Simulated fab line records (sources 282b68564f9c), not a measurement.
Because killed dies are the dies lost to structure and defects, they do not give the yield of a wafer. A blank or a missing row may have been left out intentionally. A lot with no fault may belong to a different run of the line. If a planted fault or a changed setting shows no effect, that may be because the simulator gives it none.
fab line records | flow rit-cmos
[record] lots = 5 wafers = 23
route steps=202 shown SILICIDE@162 CONTACT@171 M1@188
start-h: the number of hours between the record's first day and the start of the first shown wafer of the lot | wait-h: how many hours have passed since the lot's step before this one | " as in the row above | L1.1+2: a row that stands for several wafers | - no value, or no start was given | * or withheld: withheld | < > ~ a bound
route shown NAME@n: names a module that has steps shown in the file, with the first one's number in the route | usual: mean/standard deviation of fault-free wafers | same: alike in all rows | chamber/n: place in a boat | sites: each site's reading | _std_site: the values' standard deviation | _edge_site: outer sites' mean less inner sites' | radius-mm: for every site, how far away it sits from the centre of the wafer | mask NAME#n: copy n | behind: tool/chamber where the wafer was last shaped | hold: the reason the lot was held/the length of the hold in hours/how it ended | device: whichever transistor did not switch (one of n, p or np) | end of line: the route-end tests of the same wafers | step lacking rows: just its recipe | killed: count of dies lost to structure and defects at first sort (not the wafer's yield) | map: a wafer's dies, marking killed ones x, the rest . and places with no die _
set.NAME: the setting that was run; set.NAME@STEP: the one run at that earlier step | model.NAME: the simulator's own value behind a step, which no gauge read
lots with deliberately changed settings; one table per step, one row per wafer
[[steps]]
[step RIT_SILICIDE_SPUTTER_01]
[recipe] material = Ti target-thk-nm = 30 power-w = 350 chamber-pressure-pa = 0.667 gas = Ar time-s = 240 substrate-temp-c = 25
// columns lot.wafer tool chamber start-h wait-h set.power-w model.Ti_of_SILICIDE_SPUTTER_01.thk-nm
L074.2 pvd-sputter-01 - 56.23 0.0 376.2 32.13
L074.3 " - " " 376.2 32.09
L074.4 " - " " 350 29.68
L074.5 " - " " 350 29.82
L074.6 " - " " 350 29.94
L076.2 pvd-sputter-04 - 66.71 0.0 350 29.48
L076.5 " - " " 350 29.18
L076.6 " - " " 350 29.54
L080.1 pvd-sputter-04 - 87.12 0.0 313.6 26.36
L080.3 " - " " 313.6 26.45
L080.4 " - " " 350 29.28
L080.5 " - " " 313.6 26.5
L080.6 " - " " 350 29.41
L081.1 pvd-sputter-02 - 91.39 0.0 350 30.24
L081.2 " - " " 337.1 29.13
L081.4 " - " " 350 30.21
L081.5 " - " " 350 30.45
L081.6 " - " " 337.1 28.52
L084.2 pvd-sputter-01 - 104.95 0.0 350 30.3
L084.3 " - " " 350 29.97
L084.4 " - " " 350 30.1
L084.5 " - " " 350 30.11
L084.6 " - " " 350 30.14
[step RIT_SILICIDE_RS_MEAS_02]
[recipe] thk-meas-gauge = four-point-probe reads = Ti_of_SILICIDE_SPUTTER_01
[usual] SILICIDE_TI_RS = 48.6/0.68
// columns lot.wafer tool chamber start-h wait-h set.power-w@SILICIDE_SPUTTER_01 SILICIDE_TI_RS[ohm/sq]
L074.2 film-metro-01 - 56.40 0.1 376.2 44.0
L074.3 " - " " 376.2 44.0
L074.4 " - " " 350 48.6
L074.5 " - " " 350 48.3
L074.6 " - " " 350 48.0
L076.2 film-metro-01 - 66.88 0.1 350 49.0
L076.5 " - " " 350 49.6
L076.6 " - " " 350 48.8
L080.1 film-metro-04 - 87.27 0.1 313.6 56.4
L080.3 " - " " 313.6 56.1
L080.4 " - " " 350 49.4
L080.5 " - " " 313.6 56.1
L080.6 " - " " 350 49.1
L081.1 film-metro-02 - 91.54 0.1 350 47.4
L081.2 " - " " 337.1 49.6
L081.4 " - " " 350 47.4
L081.5 " - " " 350 47.0
L081.6 " - " " 337.1 50.9
L084.2 film-metro-01 - 105.12 0.1 350 47.3
L084.3 " - " " 350 48.0
L084.4 " - " " 350 47.7
L084.5 " - " " 350 47.7
L084.6 " - " " 350 47.6
[step RIT_SILICIDE_THK_MEAS_03]
[recipe] thk-meas-gauge = xrf reads = Ti_of_SILICIDE_SPUTTER_01
[usual] SILICIDE_TI_THK = 30.0/0.37
// columns lot.wafer tool chamber start-h wait-h set.power-w@SILICIDE_SPUTTER_01 SILICIDE_TI_THK[nm]
L074.2 film-metro-01 - 56.51 0.1 376.2 32.3
L074.3 " - " " 376.2 32.5
L074.4 " - " " 350 29.9
L074.5 " - " " 350 30.1
L074.6 " - " " 350 30.3
L076.2 film-metro-01 - 66.99 0.1 350 29.8
L076.5 " - " " 350 29.5
L076.6 " - " " 350 29.9
L080.1 film-metro-04 - 87.39 0.1 313.6 26.7
L080.3 " - " " 313.6 26.8
L080.4 " - " " 350 29.8
L080.5 " - " " 313.6 26.8
L080.6 " - " " 350 29.7
L081.1 film-metro-02 - 91.66 0.1 350 30.6
L081.2 " - " " 337.1 29.7
L081.4 " - " " 350 30.7
L081.5 " - " " 350 31.1
L081.6 " - " " 337.1 29.1
L084.2 film-metro-01 - 105.23 0.1 350 30.7
L084.3 " - " " 350 30.5
L084.4 " - " " 350 30.4
L084.5 " - " " 350 30.6
L084.6 " - " " 350 30.6
[step RIT_CONTACT_COAT_03]
[recipe] resist = NOVOLAK spin-rpm = 3250 resist-thk-nm = 1000
// columns lot.wafer tool chamber start-h wait-h set.resist-thk-nm model.NOVOLAK_of_CONTACT_COAT_03.thk-nm
L074.2 litho-track-04 0 57.02 0.1 1000 1005
L074.3 " 0 " " 1000 1001
L074.4 " 0 " " 1000 1006
L074.5+6 " 0 " " 1000 1004
L076.2 litho-track-01 0 67.50 0.1 1000 992.8
L076.5 " 0 " " 1000 995
L076.6 " 0 " " 1000 991.3
L080.1 litho-track-03 0 87.95 0.1 1000 999.6
L080.3 " 0 " " 1000 998
L080.4 " 0 " " 1000 997.3
L080.5 " 0 " " 1000 1000
L080.6 " 0 " " 1000 997
L081.1 litho-track-03 0 92.22 0.1 1000 997.7
L081.2 " 0 " " 1000 997.8
L081.4 " 0 " " 1022 1024
L081.5 " 0 " " 1022 1020
L081.6 " 0 " " 1000 996.5
L084.2 litho-track-01 0 105.74 0.1 1000 995.3
L084.3 " 0 " " 1000 995.6
L084.4 " 0 " " 955 953.6
L084.5+6 " 0 " " 955 950.6
[step RIT_CONTACT_SOFTBAKE_04]
[recipe] resist = NOVOLAK temp-c = 90 time-s = 60
[step RIT_CONTACT_EXPOSE_05]
[recipe] mask-id = M11 na = 0.6 source-shape = conventional sigma-outer = 0.5 target-cd-nm = 1000 dose-mj = 250
[step RIT_CONTACT_HARDBAKE_10]
[recipe] resist = NOVOLAK temp-c = 140 time-s = 60
// columns lot.wafer tool chamber start-h wait-h set.resist-thk-nm@CONTACT_COAT_03 model.NOVOLAK_of_CONTACT_COAT_03.thk-nm
L074.2 litho-track-03 0 58.03 0.0 1000 887.5
L074.3 " 0 " " 1000 884.5
L074.4 " 0 " " 1000 888.6
L074.5+6 " 0 " " 1000 886.7
L076.2 litho-track-04 0 68.55 0.0 1000 877
L076.5 " 0 " " 1000 878.9
L076.6 " 0 " " 1000 875.6
L080.1 litho-track-03 0 88.92 0.0 1000 883
L080.3 " 0 " " 1000 881.5
L080.4 " 0 " " 1000 881
L080.5 " 0 " " 1000 883.5
L080.6 " 0 " " 1000 880.7
L081.1 litho-track-01 0 93.25 0.0 1000 881.3
L081.2 " 0 " " 1000 881.4
L081.4 " 0 " " 1022 904.5
L081.5 " 0 " " 1022 900.9
L081.6 " 0 " " 1000 880.2
L084.2 litho-track-01 0 106.84 0.0 1000 879.1
L084.3 " 0 " " 1000 879.5
L084.4 " 0 " " 955 842.7
L084.5+6 " 0 " " 955 840.1
[step RIT_M1_COAT_04]
[recipe] resist = NOVOLAK spin-rpm = 2000 resist-thk-nm = 1300
// columns lot.wafer tool chamber start-h wait-h set.resist-thk-nm model.NOVOLAK_of_M1_COAT_04.thk-nm
L074.2 litho-track-01 0 59.76 0.1 1340 1342
L074.3 " 0 " " 1300 1302
L074.4 " 0 " " 1340 1345
L074.5 " 0 " " 1340 1343
L074.6 " 0 " " 1300 1303
L076.2 litho-track-01 0 70.21 0.1 1300 1298
L076.5+6 " 0 " " 1300 1300
L080.1 litho-track-04 0 90.55 0.1 1300 1303
L080.3+4 " 0 " " 1250 1254
L080.5 " 0 " " 1300 1304
L080.6 " 0 " " 1250 1251
L081.1 litho-track-04 0 94.90 0.1 1300 1306
L081.2 " 0 " " 1300 1307
L081.4 " 0 " " 1300 1308
L081.5 " 0 " " 1300 1311
L081.6 " 0 " " 1300 1314
L084.2 litho-track-02 0 108.47 0.1 1358 1349
L084.3 " 0 " " 1300 1295
L084.4 " 0 " " 1358 1354
L084.5 " 0 " " 1300 1294
L084.6 " 0 " " 1300 1297
[step RIT_M1_SOFTBAKE_05]
[recipe] resist = NOVOLAK temp-c = 90 time-s = 60
[step RIT_M1_EXPOSE_06]
[recipe] mask-id = M12 na = 0.6 source-shape = conventional sigma-outer = 0.5 target-cd-nm = 2600 dose-mj = 250
[step RIT_M1_HARDBAKE_11]
[recipe] resist = NOVOLAK temp-c = 140 time-s = 120
// columns lot.wafer tool chamber start-h wait-h set.resist-thk-nm@M1_COAT_04 model.NOVOLAK_of_M1_COAT_04.thk-nm
L074.2 litho-track-02 0 60.78 0.1 1340 1173
L074.3 " 0 " " 1300 1139
L074.4 " 0 " " 1340 1175
L074.5 " 0 " " 1340 1174
L074.6 " 0 " " 1300 1140
L076.2 litho-track-04 0 71.12 0.1 1300 1135
L076.5+6 " 0 " " 1300 1137
L080.1 litho-track-04 0 91.44 0.0 1300 1139
L080.3+4 " 0 " " 1250 1097
L080.5 " 0 " " 1300 1140
L080.6 " 0 " " 1250 1095
L081.1 litho-track-04 0 95.79 0.0 1300 1142
L081.2 " 0 " " 1300 1143
L081.4 " 0 " " 1300 1144
L081.5 " 0 " " 1300 1146
L081.6 " 0 " " 1300 1149
L084.2 litho-track-04 0 109.37 0.1 1358 1179
L084.3 " 0 " " 1300 1133
L084.4 " 0 " " 1358 1183
L084.5 " 0 " " 1300 1132
L084.6 " 0 " " 1300 1134
[step RIT_M1_METAL_ETCH_12]
[recipe] stop-on = SiO2 chemistry = Cl2/BCl3 target = Al time-s = 165 over-etch-frac = 0.5 pressure-mtorr = 100 target-depth-a = 6000 rf-w = 250 Cl2_flow_sccm = 60 bcl3-flow-sccm = 50
// columns lot.wafer tool chamber start-h wait-h set.pressure-mtorr set.resist-thk-nm@M1_COAT_04 model.NOVOLAK_of_M1_COAT_04.thk-nm
L074.2 rie-metal-01 1 60.99 0.2 100 1340 861.3
L074.3 " 0 " " 100 1300 807.5
L074.4 " 1 " " 100 1340 863
L074.5 " 1 " " 100 1340 859
L074.6 " 0 " " 100 1300 805.4
L076.2 rie-metal-02 1 71.33 0.2 100 1300 789.5
L076.5 " 0 " " 100 1300 806.5
L076.6 " 1 " " 100 1300 791
L080.1 rie-metal-01 1 91.69 0.2 95.82 1300 824.2
L080.3 " 1 " " 95.82 1250 776.7
L080.4 " 0 " " 95.82 1250 764
L080.5 " 1 " " 95.82 1300 824
L080.6 " 0 " " 95.82 1250 761.5
L081.1 rie-metal-04 1 96.04 0.2 100 1300 832.5
L081.2 " 0 " " 100 1300 807.7
L081.4 " 0 " " 100 1300 806.8
L081.5 " 1 " " 100 1300 835.4
L081.6 " 0 " " 100 1300 813.1
L084.2 rie-metal-04 1 109.58 0.2 111.5 1358 871.9
L084.3 " 0 " " 111.5 1300 800.1
L084.4 " 1 " " 111.5 1358 872.6
L084.5 " 1 " " 111.5 1300 821.3
L084.6 " 0 " " 111.5 1300 796
[[key]]
[split] step = RIT_SILICIDE_SPUTTER_01 setting = power-w stated = 350 by = wafer
[response] step = RIT_SILICIDE_SPUTTER_01 reading = model.Ti_of_SILICIDE_SPUTTER_01.thk-nm change = +0.297 per = 1% r = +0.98
[response] step = RIT_SILICIDE_RS_MEAS_02 reading = SILICIDE_TI_RS change = -0.647 per = 1% r = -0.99
[response] step = RIT_SILICIDE_THK_MEAS_03 reading = SILICIDE_TI_THK change = +0.299 per = 1% r = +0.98
[split] step = RIT_CONTACT_COAT_03 setting = resist-thk-nm stated = 1000 by = wafer
[response] step = RIT_CONTACT_COAT_03 reading = model.NOVOLAK_of_CONTACT_COAT_03.thk-nm change = +10 per = 1% r = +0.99
[response] step = RIT_CONTACT_HARDBAKE_10 reading = model.NOVOLAK_of_CONTACT_COAT_03.thk-nm change = +8.79 per = 1% r = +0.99
[split] step = RIT_M1_COAT_04 setting = resist-thk-nm stated = 1300 by = wafer
[response] step = RIT_M1_COAT_04 reading = model.NOVOLAK_of_M1_COAT_04.thk-nm change = +12.9 per = 1% r = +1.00
[response] step = RIT_M1_HARDBAKE_11 reading = model.NOVOLAK_of_M1_COAT_04.thk-nm change = +11.1 per = 1% r = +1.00
[response] step = RIT_M1_METAL_ETCH_12 reading = model.NOVOLAK_of_M1_COAT_04.thk-nm change = +15.5 per = 1% r = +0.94
[split] step = RIT_M1_METAL_ETCH_12 setting = pressure-mtorr stated = 100 by = lot
response none clear
